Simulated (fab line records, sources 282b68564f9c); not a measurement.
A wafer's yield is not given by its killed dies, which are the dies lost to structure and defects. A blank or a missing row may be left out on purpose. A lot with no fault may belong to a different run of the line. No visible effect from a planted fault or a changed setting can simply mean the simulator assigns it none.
fab line records | flow ritCmos
record lots=6 | wafers=18 | lastDay=6
route steps=202 shown NWELL@36 PWELL@39 WELLDRIVE@50 NRETRO@53 PRETRO@64 GATE@75 M1@202
lots that met no fault: from a run of the same line without faults
startH: hours from the record's first day to the start of the lot's first wafer shown | waitH: hours from the lot's prior step to this one | " as in the row above | L1.1+2: a single row standing in for several wafers | - no value present, or no start provided | * or withheld: withheld | < > ~ a bound
route shown NAME@n: a module of which the file shows steps, and the number in the route of the first | usual: the fault-free wafers' mean and standard deviation | same: alike in all rows | chamber/n: place in a boat | sites: each site's reading | _std_site: the standard deviation of these | _edge_site: the outer-site mean with the inner-site mean subtracted | radiusMm: for every site, how far away it sits from the centre of the wafer | mask NAME#n: copy n | behind: the tool/chamber that last shaped the wafer | hold: the reason the lot was held/the length of the hold in hours/how it ended | device: names the non-switching transistor (n, p or np) | end of line: the same wafers' tests at the end of the route | a step without rows: its recipe alone | killed: count of dies lost to structure and defects at first sort (not the wafer's yield) | map: dies across one wafer; x = killed, . = not, _ = none there
set.NAME: the run value of the setting; set.NAME@STEP: its run value at that earlier step | model.NAME: the simulator's own value behind a step, which no gauge read
certain route steps with their lots: each step a table, each wafer a row
services: the hour from which a tool's chamber was out of use, counted from the record's first day as startH (under 0 if before that day), plus the number of hours and why
## steps
# step RIT_NWELL_IMPLANT_08
# recipe species=P | energyKev=170 | doseCm2=4.89e+13 | tiltDeg=7
# step RIT_NWELL_STRIP_09
# recipe chemistry=O2 | timeS=180 | resist=NOVOLAK | platenTempC=withheld | powerW=500 | pressureMtorr=4000 | o2FlowSccm=4000
# usual drypumpMotorCurrentA=5.7/0.41
lot.wafer | tool           | chamber | startH | waitH | drypumpMotorCurrentA | rfHoursCounterH
L438.2    | plasmaAsher-04 | 1       | 21.73  | 0.1   | 5.8                  | 37
L438.3    | "              | 1       | "      | "     | 5.8                  | -
L438.6    | "              | 1       | "      | "     | 5.8                  | -
L439.1    | plasmaAsher-04 | 0       | 28.87  | 0.1   | 5.9                  | 38
L439.3    | "              | 1       | "      | "     | 5.8                  | -
L439.5    | "              | 1       | "      | "     | 5.8                  | -
L447.1    | plasmaAsher-02 | 0       | 68.67  | 0.1   | 5.7                  | 40
L447.3    | "              | 1       | "      | "     | 6.0                  | -
L447.6    | "              | 0       | "      | "     | 5.7                  | -
L452.1    | plasmaAsher-01 | 0       | 95.50  | 0.1   | 4.8                  | 32
L452.5    | "              | 0       | "      | "     | 4.8                  | -
L452.6    | "              | 1       | "      | "     | 5.8                  | -
L455.1    | plasmaAsher-01 | 1       | 107.58 | 0.1   | 5.9                  | 33
L455.4    | "              | 1       | "      | "     | 5.9                  | -
L455.5    | "              | 1       | "      | "     | 5.9                  | -
L456.4    | plasmaAsher-04 | 0       | 113.48 | 0.1   | 5.9                  | -
L456.5    | "              | 0       | "      | "     | 5.8                  | -
L456.6    | "              | 1       | "      | "     | 5.8                  | -
# step RIT_NWELL_TW_MEAS_10
# usual NWELL_TW=2131/20
lot.wafer | tool         | chamber | startH | waitH | NWELL_TW
L438.2    | filmMetro-03 | -       | 21.91  | 0.1   | 2137
L438.3    | "            | -       | "      | "     | 2141
L438.6    | "            | -       | "      | "     | 2133
L439.1    | filmMetro-01 | -       | 29.04  | 0.1   | 2163
L439.3    | "            | -       | "      | "     | 2157
L439.5    | "            | -       | "      | "     | 2160
L447.1    | filmMetro-02 | -       | 68.84  | 0.1   | 2146
L447.3    | "            | -       | "      | "     | 2135
L447.6    | "            | -       | "      | "     | 2141
L452.1    | filmMetro-02 | -       | 95.67  | 0.1   | 2122
L452.5    | "            | -       | "      | "     | 2110
L452.6    | "            | -       | "      | "     | 2112
L455.1    | filmMetro-02 | -       | 107.80 | 0.2   | 2109
L455.4    | "            | -       | "      | "     | 2115
L455.5    | "            | -       | "      | "     | 2124
L456.4    | filmMetro-03 | -       | 113.63 | 0.1   | 2114
L456.5    | "            | -       | "      | "     | 2127
L456.6    | "            | -       | "      | "     | 2120
# step RIT_PWELL_HMDS_00
# recipe primeTimeS=60 | primeTempC=140
# step RIT_PWELL_COAT_01
# recipe resist=NOVOLAK | spinRpm=2000 | resistThkNm=1300
# step RIT_PWELL_SOFTBAKE_02
# recipe resist=NOVOLAK | tempC=90 | timeS=60
# step RIT_PWELL_EXPOSE_03
# recipe maskId=M3 | na=0.57 | targetCdNm=43700 | doseMj=250
# step RIT_PWELL_PEB_04
# recipe resist=NOVOLAK | tempC=withheld | timeS=withheld
# step RIT_PWELL_DEVELOP_05
# recipe resist=NOVOLAK | developTimeS=68 | devTempC=23
# step RIT_PWELL_OVL_MEAS_06
# usual PWELL_OVL=0.2/1.4
lot.wafer | tool       | chamber | startH | waitH | PWELL_OVL[nm]
L438.2    | overlay-01 | -       | 22.88  | -     | 1.8
L438.3    | "          | -       | "      | "     | 1.7
L438.6    | "          | -       | "      | "     | 0.5
L439.1    | overlay-02 | -       | 29.98  | -     | 2.2
L439.3    | "          | -       | "      | "     | -0.5
L439.5    | "          | -       | "      | "     | 1.5
L447.1    | overlay-01 | -       | 69.91  | -     | 1.2
L447.3    | "          | -       | "      | "     | 2.1
L447.6    | "          | -       | "      | "     | 0.4
L452.1    | overlay-02 | -       | 96.84  | -     | 0.5
L452.5    | "          | -       | "      | "     | -0.8
L452.6    | "          | -       | "      | "     | -1.7
L455.1    | overlay-01 | -       | 108.74 | -     | -0.5
L455.4    | "          | -       | "      | "     | -1.4
L455.5    | "          | -       | "      | "     | 0.2
L456.4    | overlay-02 | -       | 114.68 | -     | 2.7
L456.5    | "          | -       | "      | "     | -0.2
L456.6    | "          | -       | "      | "     | 0.4
# step RIT_PWELL_HARDBAKE_07
# recipe resist=NOVOLAK | tempC=140 | timeS=120
# step RIT_PWELL_IMPLANT_08
# recipe species=B | energyKev=170 | doseCm2=7e+13 | tiltDeg=7
# step RIT_PWELL_STRIP_09
# recipe chemistry=O2 | timeS=180 | resist=NOVOLAK | platenTempC=withheld | powerW=500 | pressureMtorr=4000 | o2FlowSccm=4000
# usual drypumpMotorCurrentA=5.4/0.42
lot.wafer | tool           | chamber | startH | waitH | drypumpMotorCurrentA | rfHoursCounterH
L438.2    | plasmaAsher-04 | 0       | 23.31  | 0.1   | 5.9                  | 38
L438.3    | "              | 1       | "      | "     | 5.8                  | -
L438.6    | "              | 1       | "      | "     | 5.8                  | -
L439.1    | plasmaAsher-01 | 0       | 30.42  | 0.1   | 4.8                  | 25
L439.3    | "              | 0       | "      | "     | 4.8                  | -
L439.5    | "              | 0       | "      | "     | 4.8                  | -
L447.1    | plasmaAsher-01 | 0       | 70.46  | 0.1   | 4.8                  | 29
L447.3    | "              | 1       | "      | "     | 5.9                  | -
L447.6    | "              | 1       | "      | "     | 5.9                  | -
L452.1    | plasmaAsher-01 | 0       | 97.28  | 0.1   | 4.8                  | 32
L452.5    | "              | 0       | "      | "     | 4.8                  | -
L452.6    | "              | 1       | "      | "     | 5.9                  | -
L455.1    | plasmaAsher-04 | 1       | 109.18 | 0.1   | 5.8                  | 45
L455.4    | "              | 1       | "      | "     | 5.8                  | -
L455.5    | "              | 0       | "      | "     | 5.9                  | -
L456.4    | plasmaAsher-04 | 0       | 115.15 | 0.1   | 5.8                  | -
L456.5    | "              | 1       | "      | "     | 5.8                  | -
L456.6    | "              | 0       | "      | "     | 5.9                  | -
# step RIT_PWELL_TW_MEAS_10
# usual PWELL_TW=956/9.7
lot.wafer | tool         | chamber | startH | waitH | PWELL_TW
L438.2    | filmMetro-01 | -       | 23.50  | 0.1   | 973
L438.3    | "            | -       | "      | "     | 969
L438.6    | "            | -       | "      | "     | 967
L439.1    | filmMetro-03 | -       | 30.59  | 0.1   | 948
L439.3    | "            | -       | "      | "     | 950
L439.5    | "            | -       | "      | "     | 953
L447.1    | filmMetro-01 | -       | 70.63  | 0.1   | 966
L447.3    | "            | -       | "      | "     | 966
L447.6    | "            | -       | "      | "     | 959
L452.1    | filmMetro-03 | -       | 97.46  | 0.1   | 947
L452.5    | "            | -       | "      | "     | 950
L452.6    | "            | -       | "      | "     | 950
L455.1    | filmMetro-03 | -       | 109.36 | 0.1   | 948
L455.4    | "            | -       | "      | "     | 949
L455.5    | "            | -       | "      | "     | 948
L456.4    | filmMetro-03 | -       | 115.30 | 0.1   | 949
L456.5    | "            | -       | "      | "     | 945
L456.6    | "            | -       | "      | "     | 944
# step RIT_WELLDRIVE_ANNEAL_00
# recipe tempC=1100 | timeS=14700 | ambient=N2
# step RIT_WELLDRIVE_RS_MEAS_01
# recipe thkMeasGauge=four-point-probe
# usual NWELL_RS=279.5/0.76
lot.wafer | tool         | chamber | startH | waitH | NWELL_RS[ohm/sq]
L438.2    | filmMetro-01 | -       | 29.28  | 0.0   | 279.8
L438.3    | "            | -       | "      | "     | 279.0
L438.6    | "            | -       | "      | "     | 279.7
L439.1    | filmMetro-03 | -       | 35.74  | 0.0   | 279.8
L439.3    | "            | -       | "      | "     | 278.7
L439.5    | "            | -       | "      | "     | 279.9
L447.1    | filmMetro-02 | -       | 77.14  | 0.0   | 277.9
L447.3    | "            | -       | "      | "     | 277.7
L447.6    | "            | -       | "      | "     | 277.7
L452.1    | filmMetro-03 | -       | 102.60 | 0.0   | 279.0
L452.5    | "            | -       | "      | "     | 280.3
L452.6    | "            | -       | "      | "     | 279.8
L455.1    | filmMetro-01 | -       | 114.94 | 0.0   | 280.2
L455.4    | "            | -       | "      | "     | 280.0
L455.5    | "            | -       | "      | "     | 279.5
L456.4    | filmMetro-03 | -       | 121.14 | 0.1   | 279.7
L456.5    | "            | -       | "      | "     | 279.1
L456.6    | "            | -       | "      | "     | 279.0
# step RIT_WELLDRIVE_RS_MEAS_02
# recipe thkMeasGauge=four-point-probe
# usual PWELL_RS=429.9/1.1
lot.wafer | tool         | chamber | startH | waitH | PWELL_RS[ohm/sq]
L438.2    | filmMetro-01 | -       | 29.40  | 0.1   | 428.8
L438.3    | "            | -       | "      | "     | 428.8
L438.6    | "            | -       | "      | "     | 429.2
L439.1    | filmMetro-03 | -       | 35.86  | 0.1   | 431.8
L439.3    | "            | -       | "      | "     | 431.7
L439.5    | "            | -       | "      | "     | 430.6
L447.1    | filmMetro-02 | -       | 77.26  | 0.1   | 428.3
L447.3    | "            | -       | "      | "     | 428.5
L447.6    | "            | -       | "      | "     | 429.6
L452.1    | filmMetro-03 | -       | 102.72 | 0.1   | 430.9
L452.5    | "            | -       | "      | "     | 429.7
L452.6    | "            | -       | "      | "     | 431.2
L455.1    | filmMetro-01 | -       | 115.06 | 0.1   | 429.6
L455.4    | "            | -       | "      | "     | 429.1
L455.5    | "            | -       | "      | "     | 428.3
L456.4    | filmMetro-03 | -       | 121.26 | 0.1   | 429.8
L456.5    | "            | -       | "      | "     | 430.9
L456.6    | "            | -       | "      | "     | 430.3
# step RIT_NRETRO_HMDS_00
# recipe primeTimeS=60 | primeTempC=140
# step RIT_NRETRO_COAT_01
# recipe resist=NOVOLAK | spinRpm=1985 | resistThkNm=1300
# step RIT_NRETRO_SOFTBAKE_02
# recipe resist=NOVOLAK | tempC=90 | timeS=60
# step RIT_NRETRO_EXPOSE_03
# recipe maskId=M4 | na=0.57 | targetCdNm=43900 | doseMj=250
# step RIT_NRETRO_PEB_04
# recipe resist=NOVOLAK | tempC=withheld | timeS=withheld
# step RIT_NRETRO_DEVELOP_05
# recipe resist=NOVOLAK | developTimeS=68 | devTempC=23
# step RIT_NRETRO_OVL_MEAS_06
# usual NRETRO_OVL=-1.7/1.6
lot.wafer | tool       | chamber | startH | waitH | NRETRO_OVL[nm]
L438.2    | overlay-02 | -       | 30.51  | -     | -2.1
L438.3    | "          | -       | "      | "     | -3.7
L438.6    | "          | -       | "      | "     | -3.3
L439.1    | overlay-01 | -       | 36.98  | -     | 0.9
L439.3    | "          | -       | "      | "     | 0.1
L439.5    | "          | -       | "      | "     | -0.4
L447.1    | overlay-02 | -       | 78.38  | -     | -1.3
L447.3    | "          | -       | "      | "     | -1.7
L447.6    | "          | -       | "      | "     | 1.0
L452.1    | overlay-01 | -       | 103.81 | -     | -1.5
L452.5    | "          | -       | "      | "     | -0.2
L452.6    | "          | -       | "      | "     | -0.8
L455.1    | overlay-02 | -       | 116.06 | -     | 1.3
L455.4    | "          | -       | "      | "     | 0.4
L455.5    | "          | -       | "      | "     | 0.3
L456.4    | overlay-01 | -       | 122.34 | -     | -3.0
L456.5    | "          | -       | "      | "     | -2.9
L456.6    | "          | -       | "      | "     | -1.5
# step RIT_NRETRO_HARDBAKE_07
# recipe resist=NOVOLAK | tempC=140 | timeS=120
# step RIT_NRETRO_IMPLANT_08
# recipe species=P | energyKev=70 | doseCm2=1e+13 | tiltDeg=7
# step RIT_NRETRO_STRIP_09
# recipe chemistry=O2 | timeS=180 | resist=NOVOLAK | platenTempC=withheld | powerW=500 | pressureMtorr=4000 | o2FlowSccm=4000
# usual drypumpMotorCurrentA=5.6/0.3
lot.wafer | tool           | chamber | startH | waitH | drypumpMotorCurrentA | rfHoursCounterH
L438.2    | plasmaAsher-03 | 0       | 30.94  | 0.1   | 5.3                  | 38
L438.3    | "              | 1       | "      | "     | 5.2                  | -
L438.6    | "              | 0       | "      | "     | 5.3                  | -
L439.1    | plasmaAsher-03 | 0       | 37.42  | 0.1   | 5.3                  | 38
L439.3    | "              | 1       | "      | "     | 5.2                  | -
L439.5    | "              | 0       | "      | "     | 5.3                  | -
L447.1    | plasmaAsher-03 | 1       | 78.82  | 0.1   | 5.2                  | 43
L447.3    | "              | 1       | "      | "     | 5.2                  | -
L447.6    | "              | 0       | "      | "     | 5.3                  | -
L452.1    | plasmaAsher-04 | 0       | 104.25 | 0.1   | 5.9                  | 44
L452.5    | "              | 1       | "      | "     | 5.8                  | -
L452.6    | "              | 0       | "      | "     | 5.8                  | -
L455.1    | plasmaAsher-02 | 1       | 116.50 | 0.1   | 6.0                  | 46
L455.4    | "              | 1       | "      | "     | 6.0                  | -
L455.5    | "              | 1       | "      | "     | 6.0                  | -
L456.4    | plasmaAsher-02 | 0       | 122.82 | 0.1   | 5.7                  | -
L456.5    | "              | 0       | "      | "     | 5.7                  | -
L456.6    | "              | 1       | "      | "     | 6.0                  | -
# step RIT_NRETRO_TW_MEAS_10
# usual NRETRO_TW=1046/4.2
lot.wafer | tool         | chamber | startH | waitH | NRETRO_TW
L438.2    | filmMetro-04 | -       | 31.13  | 0.1   | 1048
L438.3    | "            | -       | "      | "     | 1044
L438.6    | "            | -       | "      | "     | 1048
L439.1    | filmMetro-02 | -       | 37.59  | 0.1   | 1045
L439.3    | "            | -       | "      | "     | 1044
L439.5    | "            | -       | "      | "     | 1042
L447.1    | filmMetro-02 | -       | 78.99  | 0.1   | 1046
L447.3    | "            | -       | "      | "     | 1046
L447.6    | "            | -       | "      | "     | 1052
L452.1    | filmMetro-03 | -       | 104.42 | 0.1   | 1046
L452.5    | "            | -       | "      | "     | 1048
L452.6    | "            | -       | "      | "     | 1050
L455.1    | filmMetro-03 | -       | 116.67 | 0.1   | 1044
L455.4    | "            | -       | "      | "     | 1042
L455.5    | "            | -       | "      | "     | 1042
L456.4    | filmMetro-02 | -       | 122.97 | 0.1   | 1051
L456.5    | "            | -       | "      | "     | 1048
L456.6    | "            | -       | "      | "     | 1052
# step RIT_PRETRO_HMDS_00
# recipe primeTimeS=60 | primeTempC=140
# step RIT_PRETRO_COAT_01
# recipe resist=NOVOLAK | spinRpm=2000 | resistThkNm=1300
# step RIT_PRETRO_SOFTBAKE_02
# recipe resist=NOVOLAK | tempC=90 | timeS=60
# step RIT_PRETRO_EXPOSE_03
# recipe maskId=M5 | na=0.57 | targetCdNm=43700 | doseMj=250
# step RIT_PRETRO_PEB_04
# recipe resist=NOVOLAK | tempC=withheld | timeS=withheld
# step RIT_PRETRO_DEVELOP_05
# recipe resist=NOVOLAK | developTimeS=68 | devTempC=23
# step RIT_PRETRO_OVL_MEAS_06
# usual PRETRO_OVL=-1.8/1.2
lot.wafer | tool       | chamber | startH | waitH | PRETRO_OVL[nm]
L438.2    | overlay-02 | -       | 32.19  | -     | -0.6
L438.3    | "          | -       | "      | "     | -1.6
L438.6    | "          | -       | "      | "     | -1.2
L439.1    | overlay-01 | -       | 38.71  | -     | -2.8
L439.3    | "          | -       | "      | "     | -1.3
L439.5    | "          | -       | "      | "     | -3.1
L447.1    | overlay-01 | -       | 80.10  | -     | -1.2
L447.3    | "          | -       | "      | "     | -0.6
L447.6    | "          | -       | "      | "     | -1.9
L452.1    | overlay-01 | -       | 105.60 | -     | -2.0
L452.5    | "          | -       | "      | "     | -3.4
L452.6    | "          | -       | "      | "     | -3.2
L455.1    | overlay-02 | -       | 117.61 | -     | 0.1
L455.4    | "          | -       | "      | "     | -1.1
L455.5    | "          | -       | "      | "     | 0.3
L456.4    | overlay-01 | -       | 123.89 | -     | -1.0
L456.5    | "          | -       | "      | "     | -0.6
L456.6    | "          | -       | "      | "     | -1.8
# step RIT_PRETRO_HARDBAKE_07
# recipe resist=NOVOLAK | tempC=140 | timeS=120
# step RIT_PRETRO_IMPLANT_08
# recipe species=B | energyKev=45 | doseCm2=1.2e+13 | tiltDeg=7
# step RIT_PRETRO_STRIP_09
# recipe chemistry=O2 | timeS=180 | resist=NOVOLAK | platenTempC=withheld | powerW=500 | pressureMtorr=4000 | o2FlowSccm=4000
# usual drypumpMotorCurrentA=5.5/0.44
lot.wafer | tool           | chamber | startH | waitH | drypumpMotorCurrentA | rfHoursCounterH
L438.2    | plasmaAsher-03 | 1       | 32.62  | 0.1   | 5.2                  | 38
L438.3    | "              | 0       | "      | "     | 5.3                  | -
L438.6    | "              | 0       | "      | "     | 5.3                  | -
L439.1    | plasmaAsher-01 | 0       | 39.18  | 0.1   | 4.8                  | 26
L439.3    | "              | 0       | "      | "     | 4.8                  | -
L439.5    | "              | 1       | "      | "     | 5.9                  | -
L447.1    | plasmaAsher-01 | 1       | 80.53  | 0.1   | 5.9                  | 30
L447.3    | "              | 0       | "      | "     | 4.8                  | -
L447.6    | "              | 1       | "      | "     | 5.9                  | -
L452.1    | plasmaAsher-01 | 1       | 106.03 | 0.1   | 5.9                  | 33
L452.5    | "              | 0       | "      | "     | 4.8                  | -
L452.6    | "              | 1       | "      | "     | 5.9                  | -
L455.1    | plasmaAsher-02 | 1       | 118.05 | 0.1   | 6.0                  | 46
L455.4    | "              | 1       | "      | "     | 6.0                  | -
L455.5    | "              | 1       | "      | "     | 6.0                  | -
L456.4    | plasmaAsher-03 | 0       | 124.37 | 0.1   | 5.3                  | -
L456.5    | "              | 1       | "      | "     | 5.2                  | -
L456.6    | "              | 0       | "      | "     | 5.3                  | -
# step RIT_PRETRO_TW_MEAS_10
# usual PRETRO_TW=475/4
lot.wafer | tool         | chamber | startH | waitH | PRETRO_TW
L438.2    | filmMetro-01 | -       | 32.81  | 0.1   | 482
L438.3    | "            | -       | "      | "     | 484
L438.6    | "            | -       | "      | "     | 481
L439.1    | filmMetro-04 | -       | 39.36  | 0.1   | 479
L439.3    | "            | -       | "      | "     | 474
L439.5    | "            | -       | "      | "     | 476
L447.1    | filmMetro-04 | -       | 80.71  | 0.1   | 474
L447.3    | "            | -       | "      | "     | 473
L447.6    | "            | -       | "      | "     | 471
L452.1    | filmMetro-01 | -       | 106.21 | 0.1   | 486
L452.5    | "            | -       | "      | "     | 481
L452.6    | "            | -       | "      | "     | 484
L455.1    | filmMetro-04 | -       | 118.23 | 0.1   | 474
L455.4    | "            | -       | "      | "     | 472
L455.5    | "            | -       | "      | "     | 475
L456.4    | filmMetro-01 | -       | 124.52 | 0.1   | 483
L456.5    | "            | -       | "      | "     | 480
L456.6    | "            | -       | "      | "     | 477
# step RIT_GATE_WET_ETCH_00
# recipe chemistry=BOE | target=SiO2 | targetDepthNm=56 | timeS=62.62 | dry=n2Spin | dilution=10:1 | tempC=21.5
# step RIT_GATE_CLEAN_01
# recipe chemistry=SC1 | mix=3:3:50 | timeS=600 | tempC=75
# step RIT_GATE_CLEAN_02
# recipe chemistry=dHF | dilution=50:1 | timeS=30
# step RIT_M1_PROBE_99
# usual killedAtContacts=0.1/0.3 | killedAtFrontEnd=6.7/2.6 | killedDies=6.8/2.6 | killedOpen=3.3/1.7 | killedShort=3.4/2
# same grossDies=264 | killed_at_M0_to_M3=0 | killed_at_M4_up=0 | killedAtBackSide=0 | killedAtOther=0
lot.wafer | tool      | chamber | startH | waitH | killedAtContacts | killedAtFrontEnd | killedDies | killedOpen | killedShort
L438.2    | prober-01 | -       | 59.95  | 0.1   | 1                | 5                | 6          | 3          | 1
L438.3    | prober-01 | -       | 60.00  | 0.2   | 0                | 7                | 7          | 4          | 3
L438.6    | prober-01 | -       | 60.15  | 0.2   | 1                | 5                | 6          | 2          | 3
L447.1    | prober-01 | -       | 108.10 | 0.1   | 0                | 32               | 32         | 3          | 2
L447.3    | prober-01 | -       | 108.20 | 0.2   | 0                | 6                | 6          | 1          | 5
L447.6    | prober-01 | -       | 108.35 | 0.2   | 0                | 2                | 2          | 2          | 0
L452.1    | prober-01 | -       | 133.80 | 0.1   | 0                | 34               | 34         | 1          | 6
L452.5    | prober-01 | -       | 134.00 | 0.2   | 0                | 32               | 32         | 4          | 4
L452.6    | prober-01 | -       | 134.05 | 0.2   | 0                | 11               | 11         | 6          | 5
L455.1    | prober-02 | -       | 147.08 | 0.1   | 0                | 7                | 7          | 3          | 4
L455.4    | prober-02 | -       | 147.23 | 0.2   | 0                | 13               | 13         | 4          | 9
L455.5    | prober-02 | -       | 147.28 | 0.2   | 0                | 5                | 5          | 3          | 2
L456.4    | prober-01 | -       | 151.87 | 0.2   | 1                | 6                | 7          | 2          | 5
L456.5    | prober-01 | -       | 151.92 | 0.2   | 0                | 6                | 6          | 4          | 2
L456.6    | prober-01 | -       | 151.97 | 0.2   | 0                | 6                | 6          | 4          | 2
# killed by level:class
L438.2 REOX:geometricParticle:open=2 GATE:geometricParticle:open=1 SPACER:geometricParticle:short=1 NWELL:coatMicrobubblePrinted=1 CONTACT:coatMicrobubblePrinted=1
L438.3 FOX1:geometricParticle:open=2 SPACER:geometricParticle:short=2 FOX1:geometricParticle:short=1 SPACER:geometricParticle:open=1 SILICIDE:geometricParticle:open=1
L438.6 FOX1:geometricParticle:open=1 FOX1:geometricParticle:short=1 FOX2:geometricParticle:short=1 REOX:geometricParticle:short=1 REOX:geometricParticle:open=1 CONTACT:coatMicrobubblePrinted=1
L447.1 PWELL:unspecified=27 FOX1:geometricParticle:open=2 FOX1:geometricParticle:short=1 REOX:geometricParticle:open=1 SPACER:geometricParticle:short=1
L447.3 FOX1:geometricParticle:short=1 GATE:geometricParticle:short=1 REOX:geometricParticle:short=1 REOX:geometricParticle:open=1 SPACER:geometricParticle:short=1 SILICIDE:geometricParticle:short=1
L447.6 FOX2:geometricParticle:open=1 GATE:geometricParticle:open=1
L452.1 PWELL:unspecified=27 GATE:geometricParticle:short=3 SPACER:geometricParticle:short=3 SPACER:geometricParticle:open=1
L452.5 PWELL:unspecified=24 REOX:geometricParticle:short=2 FOX1:geometricParticle:open=1 GATE:geometricParticle:open=1 SPACER:geometricParticle:open=1 SPACER:geometricParticle:short=1 SILICIDE:geometricParticle:open=1 SILICIDE:geometricParticle:short=1
L452.6 GATE:geometricParticle:open=3 FOX1:geometricParticle:open=2 GATE:geometricParticle:short=2 SPACER:geometricParticle:short=2 REOX:geometricParticle:open=1 SILICIDE:geometricParticle:short=1
L455.1 GATE:geometricParticle:short=4 GATE:geometricParticle:open=2 FOX2:geometricParticle:open=1
L455.4 GATE:geometricParticle:short=3 FOX1:geometricParticle:short=2 FOX2:geometricParticle:short=2 REOX:geometricParticle:short=2 SILICIDE:geometricParticle:open=2 GATE:geometricParticle:open=1 REOX:geometricParticle:open=1
L455.5 GATE:geometricParticle:open=3 GATE:geometricParticle:short=1 SILICIDE:geometricParticle:short=1
L456.4 GATE:geometricParticle:short=3 FOX1:geometricParticle:open=1 FOX2:geometricParticle:short=1 GATE:geometricParticle:open=1 CONTACT:geometricParticle:short=1
L456.5 FOX1:geometricParticle:open=2 FOX1:geometricParticle:short=1 GATE:geometricParticle:open=1 GATE:geometricParticle:short=1 SPACER:geometricParticle:open=1
L456.6 SPACER:geometricParticle:open=2 FOX2:geometricParticle:short=1 GATE:geometricParticle:open=1 REOX:geometricParticle:open=1 SILICIDE:geometricParticle:short=1
# map L447.1 (x killed, . not)
________......._______
_____.....x.......____
____....xxxx.x.....___
___.....xxxx........__
__x....xxxxx.x......._
__.....xxxxx........._
_...x...xxx.x....x....
_..........x.x........
_..................x..
_.....................
__..................._
__..................._
___.................__
____...............___
_____..x..........____
________......._______
# map L452.1 (x killed, . not)
________......._______
_____.....xx......____
____...xxxx........___
___.....xxxx.x...x..__
__....x.xxxxx........_
__.....x.xxxx........_
_.....xx.xx...........
_.......x.............
_.................x...
_..........x..x....x..
__..................._
__..............x...._
___.......x.........__
____...............___
_____.............____
________......._______
## services
tool           | chamber | startH | hours | kind
plasmaAsher-04 | -       | 62.96  | 15.9  | pm
plasmaAsher-02 | -       | 67.06  | 1.2   | repair
plasmaAsher-03 | -       | 107.08 | 5.2   | repair
plasmaAsher-03 | -       | 112.27 | 9.0   | pm
plasmaAsher-03 | 0       | 112.27 | 9.0   | ventCycle
plasmaAsher-03 | 1       | 112.27 | 9.0   | ventCycle
plasmaAsher-03 | 0       | 121.27 | -     | clean
plasmaAsher-03 | 1       | 121.27 | -     | clean
## key
firstSign step=RIT_M1_PROBE_99 | reading=killedAtFrontEnd | direction=up | sigmas=9.9 | usual=6.7 | struck=32.7
effect step=RIT_M1_PROBE_99 | reading=killedDies | direction=up | sigmas=9.8 | usual=6.8 | struck=32.7
metAt RIT_PWELL_STRIP_09
struckWafers L447.1,L452.1,L452.5
testerLeftOut L447,L452
onsetBetween 30.42 70.46
fault kind=chamberParticleSource | tool=plasmaAsher-01 | chamber=0 | onsetH=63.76 | steps=RIT_PWELL_STRIP_09 | ratePerVisitCm2=0.4754 | endH=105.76
# testerLeftOut: of these lots the tester's yield and bins aren't shown, on N5 and GAA mostly nor the transistor test; their killed dies are dies lost to structure and defects alone, not to doping, threshold or leakage, so they don't give the yield
